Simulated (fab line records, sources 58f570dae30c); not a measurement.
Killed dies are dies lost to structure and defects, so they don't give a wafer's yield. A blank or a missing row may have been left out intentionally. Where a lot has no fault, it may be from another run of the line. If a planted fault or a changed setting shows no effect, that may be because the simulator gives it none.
What tool caused it?    flow berkeleyCmos170    7 lots with 21 wafers sampled at 4 steps, on a route of 331 steps

WHAT THE GAUGES READ, wafer by wafer
UCB170_FIELD_THK_MEAS_91.
lot   measured     on            FIELD_OXIDE_LEFT_2_THK (nm)
L562  day 5 15:32  filmMetro-02  349 350 349
L564  day 6 15:02  filmMetro-02  355 347 357
L571  day 7 20:35  filmMetro-04  365 370 360
L574  day 8 22:37  filmMetro-03  341 343 347
L578  day 9 05:40  filmMetro-04  347 344 343
L580  day 9 18:03  filmMetro-03  349 356 349
L583  day 9 22:52  filmMetro-03  356 350 357

WHICH TOOL RAN EACH LOT (tool, then ch and the chambers of the sampled wafers, then the start)
lot   UCB170_ZERO_ETCH_06               UCB170_NWELL_IMPLANT_14         UCB170_NWELL_STRIP_15
L562  rieDiel-01 ch 1,2,3, day 1 22:18  implanter-02 ch 0, day 2 10:39  plasmaAsher-01 ch 0,1, day 2 10:48
L564  rieDiel-01 ch 0,1,2, day 2 09:58  implanter-02 ch 0, day 2 21:01  plasmaAsher-02 ch 0,1, day 2 21:10
L571  rieDiel-04 ch 0,2,3, day 3 20:28  implanter-04 ch 0, day 4 10:03  plasmaAsher-02 ch 0,1, day 4 10:12
L574  rieDiel-01 ch 0,1,2, day 4 14:50  implanter-01 ch 0, day 5 06:25  plasmaAsher-03 ch 0,1, day 5 06:32
L578  rieDiel-02 ch 0,2,3, day 5 11:33  implanter-02 ch 0, day 6 01:25  plasmaAsher-03 ch 0,1, day 6 01:34
L580  rieDiel-01 ch 0,1,2, day 5 20:13  implanter-01 ch 0, day 6 13:12  plasmaAsher-03 ch 0,1, day 6 13:21
L583  rieDiel-04 ch 1,2, day 6 09:30    implanter-04 ch 0, day 6 21:10  plasmaAsher-03 ch 0,1, day 6 21:17
- UCB170_ZERO_ETCH_06: etches SiO2 in CHF3/CF4/Ar, time 12 s.
- UCB170_NWELL_IMPLANT_14
- UCB170_NWELL_STRIP_15: strips in O2.

THE ANSWER, worked out from the rows above alone
Rule: the usual values come from the lots themselves. Put in order of their means at a reading, lots are off if they are a third of the lots or fewer, leave a main group of 4 or more, and stand apart from it by a gap of 3 or more times the standard deviation of the main group's means; of several such gaps the widest counts. If all means in a main group match to the digits the tables above print for the reading, that group is not used. Also off: a lot with no number at a reading for which 4 or more lots have one. Where the step has rows for the other lots, those lots are counted as sound.
No lot is off on any of the readings shown, so nothing can be concluded from this.

WHAT THE SIMULATOR HAD PUT IN
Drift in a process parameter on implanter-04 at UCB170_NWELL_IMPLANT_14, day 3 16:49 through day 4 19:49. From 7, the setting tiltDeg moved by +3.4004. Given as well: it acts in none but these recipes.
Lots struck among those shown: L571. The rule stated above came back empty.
